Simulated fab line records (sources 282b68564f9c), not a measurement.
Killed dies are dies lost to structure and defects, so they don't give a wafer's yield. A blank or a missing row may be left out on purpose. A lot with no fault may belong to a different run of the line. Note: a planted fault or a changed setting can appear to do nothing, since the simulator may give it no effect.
What tool caused it? + flow ritCmos + Sampling: 14 lots, 42 wafers, 5 of 202 route steps

## WHAT EACH GAUGE READ, for each wafer
RIT_FOX2_THK_MEAS_90. Usual: FIELD_OXIDE_LEFT_1_THK gives 325 nm (standard deviation 5.8).
| lot  | measured    | on           | FIELD_OXIDE_LEFT_1_THK (nm) | flag |
|------|-------------|--------------|-----------------------------|------|
| L453 | day 1 19:36 | filmMetro-02 | 321 317 314                 |      |
| L454 | day 2 00:13 | filmMetro-01 | 329 333 328                 |      |
| L457 | day 2 16:53 | filmMetro-02 | 324 323 322                 |      |
| L458 | day 2 20:28 | filmMetro-01 | 321 316 324                 |      |
| L462 | day 3 17:30 | filmMetro-02 | 326 323 322                 |      |
| L463 | day 3 21:19 | filmMetro-03 | 325 327 326                 |      |
| L464 | day 4 02:15 | filmMetro-02 | 325 332 335                 |      |
| L466 | day 4 12:14 | filmMetro-03 | 322 317 320                 |      |
| L470 | day 5 09:42 | filmMetro-02 | 329 324 326                 |      |
| L471 | day 5 13:59 | filmMetro-02 | 325 325 326                 |      |
| L472 | day 5 18:26 | filmMetro-01 | 321 329 321                 |      |
| L473 | day 5 23:19 | filmMetro-01 | 328 320 323                 |      |
| L474 | day 6 04:52 | filmMetro-01 | 336 335 338                 |      |
| L476 | day 6 14:23 | filmMetro-01 | 321 326 321                 |      |

RIT_NLDD_OVL_MEAS_06. Usual: NLDD_OVL gives 0.1 nm (standard deviation 1.5).
| lot  | measured    | on         | NLDD_OVL (nm)        | flag |
|------|-------------|------------|----------------------|------|
| L453 | day 2 17:26 | overlay-02 | 0.0 -4.9 -2.5        |      |
| L454 | day 2 22:36 | overlay-01 | -1.6 -1.4 0.7        |      |
| L457 | day 3 14:38 | overlay-01 | 0.3 1.5 0.7          |      |
| L458 | day 3 18:30 | overlay-01 | -0.7 1.0 2.1         |      |
| L462 | day 4 15:47 | overlay-01 | -0.8 -0.3 0.0        |      |
| L463 | day 4 18:43 | overlay-02 | 0.9 2.4 0.9          |      |
| L464 | day 5 00:16 | overlay-01 | 1.1 1.0 0.2          |      |
| L466 | day 5 10:24 | overlay-01 | 1.3 1.2 0.7          |      |
| L470 | day 6 07:07 | overlay-02 | -1.7 -2.5 -3.1       |      |
| L471 | day 6 11:40 | overlay-02 | -0.9 -1.4 -0.4       |      |
| L472 | day 6 16:04 | overlay-01 | -180.0 -182.3 -181.1 | OFF  |
| L473 | day 6 21:50 | overlay-01 | -181.4 -183.1 -180.9 | OFF  |
| L474 | day 7 03:02 | overlay-01 | -0.5 -1.1 0.0        |      |
| L476 | day 7 11:43 | overlay-02 | 1.2 1.4 1.3          |      |

## WHICH TOOL RAN EACH LOT (tool, then ch and the chambers of the sampled wafers, then the start)
| lot  | RIT_NWELL_STRIP_09                 | RIT_GATE_STRIP_20                  | RIT_NLDD_EXPOSE_03                |
|------|------------------------------------|------------------------------------|-----------------------------------|
| L453 | plasmaAsher-02 ch 0,1, day 1 21:08 | plasmaAsher-04 ch 0,1, day 2 12:59 | ilineStepper-01 ch 0, day 2 17:04 |
| L454 | plasmaAsher-02 ch 0,1, day 2 01:46 | plasmaAsher-01 ch 0,1, day 2 17:48 | ilineStepper-01 ch 0, day 2 22:14 |
| L457 | plasmaAsher-02 ch 1, day 2 18:23   | plasmaAsher-02 ch 0,1, day 3 10:28 | ilineStepper-02 ch 0, day 3 14:15 |
| L458 | plasmaAsher-02 ch 0,1, day 2 22:01 | plasmaAsher-04 ch 0,1, day 3 13:59 | ilineStepper-02 ch 0, day 3 18:06 |
| L462 | plasmaAsher-04 ch 0,1, day 3 18:54 | plasmaAsher-01 ch 0,1, day 4 11:34 | ilineStepper-01 ch 0, day 4 15:26 |
| L463 | plasmaAsher-01 ch 0,1, day 3 22:41 | plasmaAsher-02 ch 0,1, day 4 14:28 | ilineStepper-02 ch 0, day 4 18:20 |
| L464 | plasmaAsher-02 ch 0,1, day 4 03:40 | plasmaAsher-01 ch 0,1, day 4 20:10 | ilineStepper-02 ch 0, day 4 23:54 |
| L466 | plasmaAsher-04 ch 0,1, day 4 13:37 | plasmaAsher-01 ch 0,1, day 5 06:02 | ilineStepper-02 ch 0, day 5 10:00 |
| L470 | plasmaAsher-04 ch 0,1, day 5 11:19 | plasmaAsher-04 ch 0,1, day 6 02:49 | ilineStepper-01 ch 0, day 6 06:45 |
| L471 | plasmaAsher-01 ch 0,1, day 5 15:31 | plasmaAsher-02 ch 0,1, day 6 07:01 | ilineStepper-02 ch 0, day 6 11:17 |
| L472 | plasmaAsher-02 ch 0,1, day 5 19:58 | plasmaAsher-04 ch 0,1, day 6 11:52 | ilineStepper-01 ch 0, day 6 15:43 |
| L473 | plasmaAsher-01 ch 0,1, day 6 00:49 | plasmaAsher-04 ch 0,1, day 6 16:28 | ilineStepper-01 ch 0, day 6 21:27 |
| L474 | plasmaAsher-04 ch 0, day 6 06:14   | plasmaAsher-04 ch 0,1, day 6 22:47 | ilineStepper-02 ch 0, day 7 02:38 |
| L476 | plasmaAsher-02 ch 0,1, day 6 16:04 | plasmaAsher-02 ch 1, day 7 07:34   | ilineStepper-02 ch 0, day 7 11:19 |
- RIT_NWELL_STRIP_09: strips in O2, time 180 s.
- RIT_GATE_STRIP_20: strips in O2, time 180 s.
- RIT_NLDD_EXPOSE_03: exposes mask M7, target cd 40700 nm.

## AS READ BY THE TOOLS THEMSELVES (means over the sampled wafers that have a number; for cases with no such wafer, the mark the record gives instead)
RIT_NWELL_STRIP_09. Usual: chamberPressureMTorr 4000 mTorr, standard deviation 3.3; drypumpMotorCurrentA 5.3 A, standard deviation 0.43.
| lot  | tool           | chamberPressureMTorr (mTorr) | drypumpMotorCurrentA (A) | flag |
|------|----------------|------------------------------|--------------------------|------|
| L453 | plasmaAsher-02 | 4002                         | 5.2                      |      |
| L454 | plasmaAsher-02 | 4003                         | 5.0                      |      |
| L457 | plasmaAsher-02 | 3999                         | 4.8                      |      |
| L458 | plasmaAsher-02 | 3999                         | 5.2                      |      |
| L462 | plasmaAsher-04 | 3999                         | 5.3                      |      |
| L463 | plasmaAsher-01 | 3997                         | 5.9                      |      |
| L464 | plasmaAsher-02 | 3998                         | 5.2                      |      |
| L466 | plasmaAsher-04 | 4001                         | 5.1                      |      |
| L470 | plasmaAsher-04 | 3994                         | 5.1                      |      |
| L471 | plasmaAsher-01 | 4000                         | 5.6                      |      |
| L472 | plasmaAsher-02 | 4002                         | 5.0                      |      |
| L473 | plasmaAsher-01 | 3999                         | 5.5                      |      |
| L474 | plasmaAsher-04 | 3998                         | 5.4                      |      |
| L476 | plasmaAsher-02 | 4001                         | 5.2                      |      |

RIT_GATE_STRIP_20. Usual: chamberPressureMTorr 4000 mTorr, standard deviation 3.7; drypumpMotorCurrentA 5.3 A, standard deviation 0.44.
| lot  | tool           | chamberPressureMTorr (mTorr) | drypumpMotorCurrentA (A) | flag |
|------|----------------|------------------------------|--------------------------|------|
| L453 | plasmaAsher-04 | 4002                         | 5.3                      |      |
| L454 | plasmaAsher-01 | 4001                         | 5.9                      |      |
| L457 | plasmaAsher-02 | 4003                         | 5.2                      |      |
| L458 | plasmaAsher-04 | 3999                         | 5.1                      |      |
| L462 | plasmaAsher-01 | 4003                         | 5.9                      |      |
| L463 | plasmaAsher-02 | 3998                         | 5.0                      |      |
| L464 | plasmaAsher-01 | 4000                         | 5.6                      |      |
| L466 | plasmaAsher-01 | 4002                         | 5.6                      |      |
| L470 | plasmaAsher-04 | 4001                         | 5.2                      |      |
| L471 | plasmaAsher-02 | 4001                         | 5.0                      |      |
| L472 | plasmaAsher-04 | 4001                         | 5.1                      |      |
| L473 | plasmaAsher-04 | 4000                         | 5.1                      |      |
| L474 | plasmaAsher-04 | 4004                         | 5.2                      |      |
| L476 | plasmaAsher-02 | 4000                         | 4.8                      |      |

RIT_NLDD_EXPOSE_03. Usual: focusOffsetNm reads -0.1 nm (standard deviation 0.51).
| lot  | tool            | focusOffsetNm (nm) | flag |
|------|-----------------|--------------------|------|
| L453 | ilineStepper-01 | -0.6               |      |
| L454 | ilineStepper-01 | -0.4               |      |
| L457 | ilineStepper-02 | -0.4               |      |
| L458 | ilineStepper-02 | -0.4               |      |
| L462 | ilineStepper-01 | -0.4               |      |
| L463 | ilineStepper-02 | -0.1               |      |
| L464 | ilineStepper-02 | 0.1                |      |
| L466 | ilineStepper-02 | -0.0               |      |
| L470 | ilineStepper-01 | -0.3               |      |
| L471 | ilineStepper-02 | 0.0                |      |
| L472 | ilineStepper-01 | -0.3               |      |
| L473 | ilineStepper-01 | -0.0               |      |
| L474 | ilineStepper-02 | -0.2               |      |
| L476 | ilineStepper-02 | 0.2                |      |

## THE ANSWER, worked out from the rows above alone
Rule: a lot is off if the mean of its wafers that have a number lies more than 3 standard deviations from the usual mean. Also off: a lot with no number at a reading for which 4 or more lots have one. The other lots that the step has rows for count as sound. First the gauges in route order, then the tools' own readings, where a lot's mean is used as printed above. At the first step where some lot is off, the reading lying furthest off is the one used; lots without a number count as furthest.
Off: at RIT_NLDD_OVL_MEAS_06 (NLDD_OVL), L472, L473.
If a tool, at a process step before that reading, ran all the lots that are off and no sound lot after the first of them, it fits. The gauges at RIT_NLDD_OVL_MEAS_06 are tried like those tools. One fits: ilineStepper-01 at RIT_NLDD_EXPOSE_03. A fault onset in the window from L470 (day 6 06:45, its last sound lot) to L472 (day 6 15:43, its first lot off) fits.

## WHAT THE SIMULATOR HAD PUT IN
Scanner matching overlay: ilineStepper-01, from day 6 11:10 on, at RIT_NLDD_EXPOSE_03. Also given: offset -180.
Struck lots among those shown: L472, L473. The rule above found the same.
